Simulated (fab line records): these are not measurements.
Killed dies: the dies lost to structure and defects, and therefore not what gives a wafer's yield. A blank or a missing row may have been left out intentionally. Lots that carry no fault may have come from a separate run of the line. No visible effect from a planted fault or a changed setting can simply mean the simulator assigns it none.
fab line records    flow rit-cmos
record lots=5  wafers=15  last-day=6
route steps=202 shown ACTIVE@1 M1@202
lots that met no fault: from a run of the same line without faults
start-h: hours from the record's opening day to when the first of the lot's shown wafers began    wait-h: hours elapsed since this lot's preceding step    " same as the row above    L1.1+2: a single row standing in for several wafers    - no value, or no start was given    * or withheld: withheld    < > ~ a bound
route shown NAME@n: names a module that has steps shown in the file, with the first one's number in the route    usual: the fault-free wafers' mean and standard deviation    same: alike in all rows    chamber/n: place in a boat    sites: each site's reading    _std_site: the values' standard deviation    _edge_site: inner sites' mean taken away from outer sites' mean    radius-mm: how far each site lies from the wafer's centre    mask NAME#n: copy n    behind: the most recent tool/chamber to have shaped the wafer    hold: why the lot went on hold/how many hours it stayed there/how the hold came to an end    device: transistor that didn't switch, given as n, p or np    end of line: tests of these same wafers at the route's end    where a step has no rows: the recipe by itself    killed: not the wafer's yield, but the dies lost to structure and defects at the first sort    map: per-die view of a wafer (x killed, . not killed, _ where there is no die)
set.NAME: the setting as run; set.NAME@STEP: as run at that earlier step    model.NAME: the simulator's own value behind a step, which no gauge read
lots seen at some steps along the route; tables by step, rows by wafer
services: a tool's chamber out of use, with start hour (start-h, from the record's first day; less than 0 if before it), hours out, and reason
## steps
# step RIT_ACTIVE_BOW_MEAS_00
# recipe mode=bow
# usual INCOMING_BOW=1/5.9
lot.wafer  tool           chamber  start-h  wait-h  INCOMING_BOW[um]
L801.3     film-metro-03  -        15.04    -       3
L801.5     "              -        "        "       9
L801.6     "              -        "        "       10
L807.1     film-metro-01  -        45.00    -       5
L807.5     "              -        "        "       -3
L807.6     "              -        "        "       -6
L814.1     film-metro-03  -        80.00    -       -6
L814.3     "              -        "        "       1
L814.6     "              -        "        "       -10
L815.2     film-metro-03  -        85.02    -       6
L815.3     "              -        "        "       -2
L815.4     "              -        "        "       1
L816.3     film-metro-03  -        90.04    -       3
L816.5     "              -        "        "       4
L816.6     "              -        "        "       3
# step RIT_ACTIVE_OXIDATION_01
# recipe temp-c=1000  ambient=O2  target-thk-a=468  ox-time-s=3360
# step RIT_ACTIVE_THK_MEAS_02
# recipe reads=SiO2_of_ACTIVE_OXIDATION_01
# usual ACTIVE_OXIDE_THK=46.9/1.2
lot.wafer  tool           chamber  start-h  wait-h  ACTIVE_OXIDE_THK[nm]
L801.3     film-metro-04  -        17.07    0.0     46.6
L801.5     "              -        "        "       46.5
L801.6     "              -        "        "       47.0
L807.1     film-metro-04  -        49.42    0.0     48.1
L807.5     "              -        "        "       48.2
L807.6     "              -        "        "       47.5
L814.1     film-metro-03  -        82.05    0.0     47.3
L814.3     "              -        "        "       48.3
L814.6     "              -        "        "       48.1
L815.2     film-metro-04  -        87.06    0.0     47.6
L815.3     "              -        "        "       47.8
L815.4     "              -        "        "       47.1
L816.3     film-metro-01  -        92.07    0.0     45.8
L816.5     "              -        "        "       46.1
L816.6     "              -        "        "       45.5
# step RIT_ACTIVE_CVD_03
# recipe material=Si3N4  target-thk-nm=150  temp-c=810  precursor=SiH2Cl2/NH3  time-s=1500  pressure-mtorr=300  sih2cl2-flow-sccm=60  nh3-flow-sccm=150
# step RIT_ACTIVE_THK_MEAS_04
# recipe reads=Si3N4_of_ACTIVE_CVD_03
# usual ACTIVE_NITRIDE_THK=149.9/1.4
lot.wafer  tool           chamber  start-h  wait-h  ACTIVE_NITRIDE_THK[nm]
L801.3     film-metro-01  -        18.55    0.0     150.0
L801.5     "              -        "        "       149.5
L801.6     "              -        "        "       150.9
L807.1     film-metro-04  -        51.39    0.0     152.9
L807.5     "              -        "        "       152.6
L807.6     "              -        "        "       152.8
L814.1     film-metro-01  -        83.53    0.0     152.2
L814.3     "              -        "        "       150.6
L814.6     "              -        "        "       151.3
L815.2     film-metro-03  -        88.54    0.0     148.2
L815.3     "              -        "        "       150.5
L815.4     "              -        "        "       148.6
L816.3     film-metro-04  -        93.55    0.0     150.1
L816.5     "              -        "        "       149.4
L816.6     "              -        "        "       150.1
# step RIT_ACTIVE_HMDS_05
# recipe prime-time-s=60  prime-temp-c=140
# step RIT_ACTIVE_COAT_06
# recipe resist=NOVOLAK  spin-rpm=3250  resist-thk-nm=1000
# usual spin-speed-rpm=3249.8/2
lot.wafer  tool            chamber  start-h  wait-h  spin-speed-rpm  model.NOVOLAK_of_ACTIVE_COAT_06.thk-nm
L801.3     litho-track-01  0        18.87    0.1     3250.8          999.7
L801.5     "               0        "        "       3247.0          1002
L801.6     "               0        "        "       3252.0          1005
L807.1     litho-track-03  0        51.60    0.1     3249.0          999.3
L807.5     "               0        "        "       3249.2          997.4
L807.6     "               0        "        "       3248.2          998.3
L814.1     litho-track-01  0        83.74    0.1     3249.9          939
L814.3     "               0        "        "       3248.1          934.6
L814.6     "               0        "        "       3254.9          938.3
L815.2     litho-track-03  0        88.77    0.1     3250.4          999.4
L815.3     "               0        "        "       3249.6          1000
L815.4     "               0        "        "       3250.8          998.4
L816.3     litho-track-03  0        93.79    0.1     3247.5          1000
L816.5     "               0        "        "       3248.7          1002
L816.6     "               0        "        "       3249.4          1000
# step RIT_ACTIVE_SOFTBAKE_07
# recipe resist=NOVOLAK  temp-c=90  time-s=60
# step RIT_ACTIVE_EXPOSE_08
# recipe mask-id=M1  na=0.6  source-shape=conventional  sigma-outer=0.6  target-cd-nm=1400  dose-mj=225
# step RIT_ACTIVE_PEB_09
# recipe resist=NOVOLAK  temp-c=withheld  time-s=withheld
# step RIT_ACTIVE_DEVELOP_10
# recipe resist=NOVOLAK  develop-time-s=50  dev-temp-c=23
# step RIT_ACTIVE_CD_MEAS_11
# recipe target-cd-nm=1400
# usual cd-nm=1399.9/2.2
lot.wafer  tool       chamber  start-h  wait-h  cd-nm
L801.3     cd-sem-02  -        19.79    -       1399.1
L801.5     "          -        "        "       1401.6
L801.6     "          -        "        "       1399.4
L807.1     cd-sem-01  -        52.30    -       1398.2
L807.5     "          -        "        "       1399.6
L807.6     "          -        "        "       1398.6
L814.1     cd-sem-02  -        84.56    -       1393.5
L814.3     "          -        "        "       1391.9
L814.6     "          -        "        "       1393.0
L815.2     cd-sem-01  -        89.58    -       1401.2
L815.3     "          -        "        "       1399.9
L815.4     "          -        "        "       1401.1
L816.3     cd-sem-01  -        94.71    -       1399.6
L816.5     "          -        "        "       1399.7
L816.6     "          -        "        "       1402.9
# step RIT_ACTIVE_HARDBAKE_12
# recipe resist=NOVOLAK  temp-c=139.1  time-s=60
# step RIT_ACTIVE_ETCH_13
# recipe stop-on=SiO2  chemistry=SF6  target=Si3N4  time-s=210  over-etch-frac=0.4  SF6_flow_sccm=200  pressure-mtorr=260  rf-w=125  target-depth-a=2100
# usual chamber-pressure-mTorr=260.00/0.21  drypump-motor-current-A=6.0/0.46  oes-product-au=0.824/0.011  rf-fwd-power-W=124.5/0.43  throttle-valve-pct=7.48/0.13
lot.wafer  tool         chamber  start-h  wait-h  chamber-pressure-mTorr  drypump-motor-current-A  oes-product-au  rf-fwd-power-W  rf-hours-counter-h  throttle-valve-pct  model.NOVOLAK_of_ACTIVE_COAT_06.thk-nm
L801.3     rie-diel-04  3        20.02    0.1     259.88                  6.1                      0.843           124.7           51                  7.59                651.4
L801.5     "            1        "        "       259.78                  5.8                      0.819           124.4           -                   7.54                661.3
L801.6     "            2        "        "       260.22                  6.4                      0.815           124.6           -                   7.72                664.6
L807.1     rie-diel-03  3        52.57    0.1     259.98                  5.8                      0.838           124.2           8                   7.38                650.3
L807.5     "            1        "        "       260.04                  5.8                      0.825           124.6           -                   7.29                656.5
L807.6     "            0        "        "       259.75                  5.3                      0.828           124.2           -                   7.56                653.9
L814.1     rie-diel-04  2        84.83    0.1     260.03                  6.4                      0.818           124.5           4                   7.72                608.9
L814.3     "            3        "        "       259.62                  6.1                      0.838           124.6           52                  7.60                595.6
L814.6     "            3        "        "       260.09                  6.1                      0.851           125.2           -                   7.59                598.8
L815.2     rie-diel-03  0        89.83    0.1     260.02                  5.3                      0.822           124.5           11                  7.54                657.7
L815.3     "            2        "        "       259.78                  5.1                      0.829           124.7           1                   7.26                658.9
L815.4     "            1        "        "       260.18                  5.9                      0.801           124.3           145                 7.30                653.9
L816.3     rie-diel-02  1        94.94    0.1     260.37                  6.3                      0.829           124.8           22                  7.39                654
L816.5     "            2        "        "       259.63                  6.5                      0.820           124.9           -                   7.45                645.6
L816.6     "            1        "        "       260.17                  6.3                      0.847           125.0           -                   7.40                654.5
# step RIT_ACTIVE_STRIP_14
# recipe chemistry=O2  time-s=180  resist=NOVOLAK  platen-temp-c=withheld  power-w=500  pressure-mtorr=4000  o2-flow-sccm=4000
# usual chamber-pressure-mTorr=4000/3.6  drypump-motor-current-A=5.8/0.49  o2-flow-sccm=4001/12
lot.wafer  tool             chamber  start-h  wait-h  chamber-pressure-mTorr  drypump-motor-current-A  o2-flow-sccm  rf-hours-counter-h
L801.3     plasma-asher-01  0        20.21    0.1     3997                    5.7                      3983          -
L801.5     "                1        "        "       4000                    6.3                      3985          -
L801.6     "                0        "        "       4006                    5.8                      3995          -
L807.1     plasma-asher-04  1        52.70    0.1     3999                    5.2                      3984          47
L807.5     "                0        "        "       4000                    6.6                      4028          -
L807.6     "                1        "        "       4006                    5.2                      3979          -
L814.1     plasma-asher-03  0        84.97    0.1     4002                    5.8                      4011          35
L814.3     "                0        "        "       4004                    5.7                      3989          -
L814.6     "                0        "        "       4004                    5.7                      3998          -
L815.2     plasma-asher-01  0        89.97    0.1     4007                    5.7                      4002          50
L815.3     "                0        "        "       4000                    5.8                      4002          -
L815.4     "                1        "        "       4001                    6.3                      3985          -
L816.3     plasma-asher-01  1        95.13    0.1     3998                    6.3                      3989          -
L816.5     "                0        "        "       4000                    5.8                      4005          -
L816.6     "                1        "        "       4006                    6.3                      4006          -
# step RIT_M1_PROBE_99
# usual killed-at-contacts=0.1/0.3  killed-at-front-end=6.5/2.9  killed-dies=6.6/3  killed-open=3.3/2  killed-short=3.3/1.9
# same gross-dies=264  killed_at_M0_to_M3=0  killed_at_M4_up=0  killed-at-back-side=0  killed-at-other=0
lot.wafer  tool       chamber  start-h  wait-h  killed-at-contacts  killed-at-front-end  killed-dies  killed-open  killed-short
L807.1     prober-02  -        99.99    0.1     0                   9                    9            4            5
L807.5     prober-02  -        100.19   0.2     0                   7                    7            3            4
L807.6     prober-02  -        100.24   0.2     0                   5                    5            4            1
L814.1     prober-01  -        129.39   0.1     1                   13                   14           8            6
L814.3     prober-01  -        129.49   0.2     0                   7                    7            4            3
L814.6     prober-01  -        129.64   0.2     0                   5                    5            3            2
# killed by level:class
L807.1 FOX2:geometric-particle:open=2 FOX2:geometric-particle:short=1 GATE:geometric-particle:short=1 GATE:geometric-particle:open=1 REOX:geometric-particle:short=1 SPACER:geometric-particle:open=1 SPACER:geometric-particle:short=1 SILICIDE:geometric-particle:short=1
L807.5 GATE:geometric-particle:short=3 REOX:geometric-particle:open=2 REOX:geometric-particle:short=1 SILICIDE:geometric-particle:open=1
L807.6 GATE:geometric-particle:open=4 GATE:geometric-particle:short=1
L814.1 SPACER:geometric-particle:short=3 SILICIDE:geometric-particle:open=3 FOX1:geometric-particle:short=2 REOX:geometric-particle:open=2 SPACER:geometric-particle:open=2 SILICIDE:geometric-particle:short=1 CONTACT:geometric-particle:open=1
L814.3 GATE:geometric-particle:open=2 FOX1:geometric-particle:open=1 GATE:geometric-particle:short=1 SPACER:geometric-particle:short=1 SILICIDE:geometric-particle:open=1 SILICIDE:geometric-particle:short=1
L814.6 SPACER:geometric-particle:short=2 SILICIDE:geometric-particle:open=2 SPACER:geometric-particle:open=1
## services
tool         chamber  start-h  hours  kind
rie-diel-02  -        -4.70    0.6    repair
rie-diel-03  -        8.01     1.2    repair
rie-diel-02  2        8.25     2.4    repair
rie-diel-04  0        9.64     9.7    repair
rie-diel-02  1        36.91    5.5    repair
rie-diel-02  0        38.50    2.1    repair
rie-diel-03  2        39.61    -      clean
rie-diel-03  2        39.61    23.6   scheduled-down
rie-diel-03  2        39.61    23.6   vent-cycle
rie-diel-04  -        67.33    4.4    repair
rie-diel-04  1        74.43    -      clean
rie-diel-04  1        74.43    15.8   scheduled-down
rie-diel-04  1        74.43    15.8   vent-cycle
## key
first-sign step=RIT_ACTIVE_CD_MEAS_11  reading=cd-nm  direction=down  sigmas=3.2  usual=1399.9  struck=1392.8  through=control-loop
effect none on later readings
model-effect step=RIT_ACTIVE_COAT_06  value=NOVOLAK_of_ACTIVE_COAT_06.thk-nm  without=999.8  struck=937.3
model-effect step=RIT_ACTIVE_ETCH_13  value=NOVOLAK_of_ACTIVE_COAT_06.thk-nm  without=656  struck=601.1
met-at RIT_ACTIVE_COAT_06
struck-wafers L814.1,L814.3,L814.6
tester-left-out L814
loop-trim step=RIT_ACTIVE_EXPOSE_08  setting=dose  lots=L814
onset-between 18.87 83.74
fault kind=process-parameter-drift  tool=litho-track-01  chamber=-  onset-h=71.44  steps=RIT_ACTIVE_COAT_06  channel=resist-thk-nm  offset=-62.495  shape=step  end-h=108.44  acts-in=these-recipes-only  stated=1000
# tester-left-out: of these lots the tester's yield and bins aren't shown, on N5 and GAA mostly nor the transistor test; their killed dies are dies lost to structure and defects alone, not to doping, threshold or leakage, so they don't give the yield
# loop-trim: a control loop set the setting to another value than it would have without faults
